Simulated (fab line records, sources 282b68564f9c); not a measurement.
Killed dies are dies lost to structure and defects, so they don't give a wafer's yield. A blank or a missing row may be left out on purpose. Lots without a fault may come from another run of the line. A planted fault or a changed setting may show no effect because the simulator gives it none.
A struck lot beside a sound one | flow rit_cmos | 35 steps out of a route of 202
Sound: wafers L934.1, L934.2, L934.5. Struck: wafers L948.1, L948.3. (L948.2 of the same lot was not struck and is left out.) The cause comes at the end.
At each step with rows: each side's tool, then ch and its chambers, then its first start. Under that, the readings that differ: sound wafers | struck wafers | difference of the means | sigmas: that difference in standard deviations of wafers without a fault.
alike: readings whose means differ by less than 2 such deviations, and words and numbers that are the same on both sides. not compared: withheld readings, readings that some wafer has no value for, bounds like >300 that may hide the same value, and numbers for which the record gives no deviation and whose values overlap.
The two part at a step that has a row with sigmas, a row that says differs or no value, or rows on one side only. Numbers that don't overlap but have no deviation are shown without sigmas and don't part them. A reading that every wafer of one side lacks parts them only if that side has two wafers or more.

RIT_CONTACT_CVD_00: deposits SiO2 from TEOS, target thk 400 nm, time 61 s.
  sound on pecvd-01 ch 1,2, day 3 07:50; struck on pecvd-02 ch 2, day 6 05:18
  alike: heater_power_w, rf_fwd_power_W
RIT_CONTACT_THK_MEAS_01:
  sound on film_metro-04, day 3 07:53; struck on film_metro-02, day 6 05:22
  alike: CONTACT_TEOS_THK
then, 6 steps without rows for these wafers: RIT_CONTACT_HMDS_02 (prime time 60 s); RIT_CONTACT_COAT_03 (resist thk 1000 nm); RIT_CONTACT_SOFTBAKE_04 (time 60 s); RIT_CONTACT_EXPOSE_05 (exposes mask M11, target cd 1000 nm); RIT_CONTACT_PEB_06; RIT_CONTACT_DEVELOP_07 (develop time 120 s).
RIT_CONTACT_CD_MEAS_08: target cd 1000 nm.
  sound on cd_sem-02, day 3 09:05; struck on cd_sem-01, day 6 06:34
  alike: cd_nm
RIT_CONTACT_OVL_MEAS_09:
  sound on overlay-02, day 3 09:13; struck on overlay-01, day 6 06:41
  alike: CONTACT_OVL
then, 1 step without rows for these wafers: RIT_CONTACT_HARDBAKE_10 (time 60 s).
RIT_CONTACT_ETCH_11: etches SiO2 in CHF3/CF4/Ar, stops on TiSi2, target depth 480 nm, time 320 s.
  sound on rie_diel-02 ch 1,2, day 3 09:24; struck on rie_diel-03 ch 1,3, day 6 06:52
  alike: drypump_motor_current_A, oes_product_au, rf_fwd_power_W, throttle_valve_pct
  not compared: rf_hours_counter_h
RIT_CONTACT_STRIP_12: strips in O2, time 180 s.
  sound on plasma_asher-04 ch 0,1, day 3 09:35; struck on plasma_asher-04 ch 0, day 6 07:04
  alike: drypump_motor_current_A
  not compared: rf_hours_counter_h
RIT_CONTACT_CD_MEAS_90: target cd 1000 nm.
  sound on cd_sem-02, day 3 09:46; struck on cd_sem-02, day 6 07:14
  alike: cd_nm
then, 2 steps without rows for these wafers: RIT_CONTACT_CLEAN_13 (cleans in SC1, time 600 s); RIT_CONTACT_CLEAN_14 (cleans in SC2, time 600 s).
RIT_M1_SPUTTER_00: material Al, target thk 400 nm, time 500 s.
  sound on pvd_sputter-04, day 3 10:16; struck on pvd_sputter-02, day 6 07:43
  alike: throttle_valve_pct
RIT_M1_RS_MEAS_01: measures by four-point-probe.
  sound on film_metro-04, day 3 10:34; struck on film_metro-04, day 6 08:01
  alike: M1_AL_RS
RIT_M1_THK_MEAS_02: measures by xrf.
  sound on film_metro-04, day 3 10:41; struck on film_metro-04, day 6 08:08
  alike: M1_AL_THK
then, 6 steps without rows for these wafers: RIT_M1_HMDS_03 (prime time 60 s); RIT_M1_COAT_04 (resist thk 1300 nm); RIT_M1_SOFTBAKE_05 (time 60 s); RIT_M1_EXPOSE_06 (exposes mask M12, target cd 2600 nm); RIT_M1_PEB_07; RIT_M1_DEVELOP_08 (develop time 68 s).
RIT_M1_CD_MEAS_09: target cd 2600 nm.
  sound on cd_sem-02, day 3 11:38; struck on cd_sem-01, day 6 09:12
  alike: cd_nm
RIT_M1_OVL_MEAS_10:
  sound on overlay-01, day 3 11:45; struck on overlay-02, day 6 09:19
  alike: M1_OVL
then, 1 step without rows for these wafers: RIT_M1_HARDBAKE_11 (time 120 s).
RIT_M1_METAL_ETCH_12: etches Al in Cl2/BCl3, stops on SiO2, time 165 s, target depth 600 nm.
  sound on rie_metal-03 ch 0,1, day 3 12:02; struck on rie_metal-02 ch 0, day 6 09:37
  reading                     | sound          | struck    | difference | sigmas
  drypump_motor_current_A (A) | 5.33 5.63 5.30 | 6.10 6.10 | +0.68      | +3
  alike: oes_product_au, rf_fwd_power_W, throttle_valve_pct
  not compared: rf_hours_counter_h
then, 1 step without rows for these wafers: RIT_M1_STRIP_13 (strips in nmp, time 600 s).
RIT_M1_STRIP_14: strips in O2, time 180 s.
  sound on plasma_asher-03 ch 0,1, day 3 12:23; struck on plasma_asher-04 ch 0, day 6 09:56
  reading                     | sound       | struck  | difference | sigmas
  drypump_motor_current_A (A) | 6.1 5.7 6.0 | 5.0 5.0 | -0.9       | -3
  not compared: rf_hours_counter_h
RIT_M1_CD_MEAS_90: target cd 2600 nm.
  sound on cd_sem-01, day 3 12:34; struck on cd_sem-02, day 6 10:07
  alike: cd_nm
then, 1 step without rows for these wafers: RIT_M1_ANNEAL_15 (time 1800 s).
RIT_M1_BOW_MEAS_16:
  sound on film_metro-04, day 3 14:11; struck on film_metro-02, day 6 11:54
  alike: M1_BOW
RIT_M1_PROBE_99:
  sound on prober-02, day 3 14:18; struck on prober-02, day 6 12:01
  reading            | sound   | struck                                            | difference                   | sigmas
  hold               | - - -   | await_dispo/1.2h/release await_dispo/1.2h/release | no value on the sound wafers |
  killed_at_contacts | 0 0 0   | 23 23                                             | +23                          | +74
  killed_dies        | 10 5 10 | 34 36                                             | +27                          | +8
  killed_on_rim      | 5 0 1   | 10 9                                              | +8                           | +5
  alike: killed_at_M0_to_M3, killed_at_front_end, killed_open, killed_short

WHERE THEY PART
First at RIT_M1_METAL_ETCH_12; last, within this record, at RIT_M1_PROBE_99.

WHY: what the simulator had put in
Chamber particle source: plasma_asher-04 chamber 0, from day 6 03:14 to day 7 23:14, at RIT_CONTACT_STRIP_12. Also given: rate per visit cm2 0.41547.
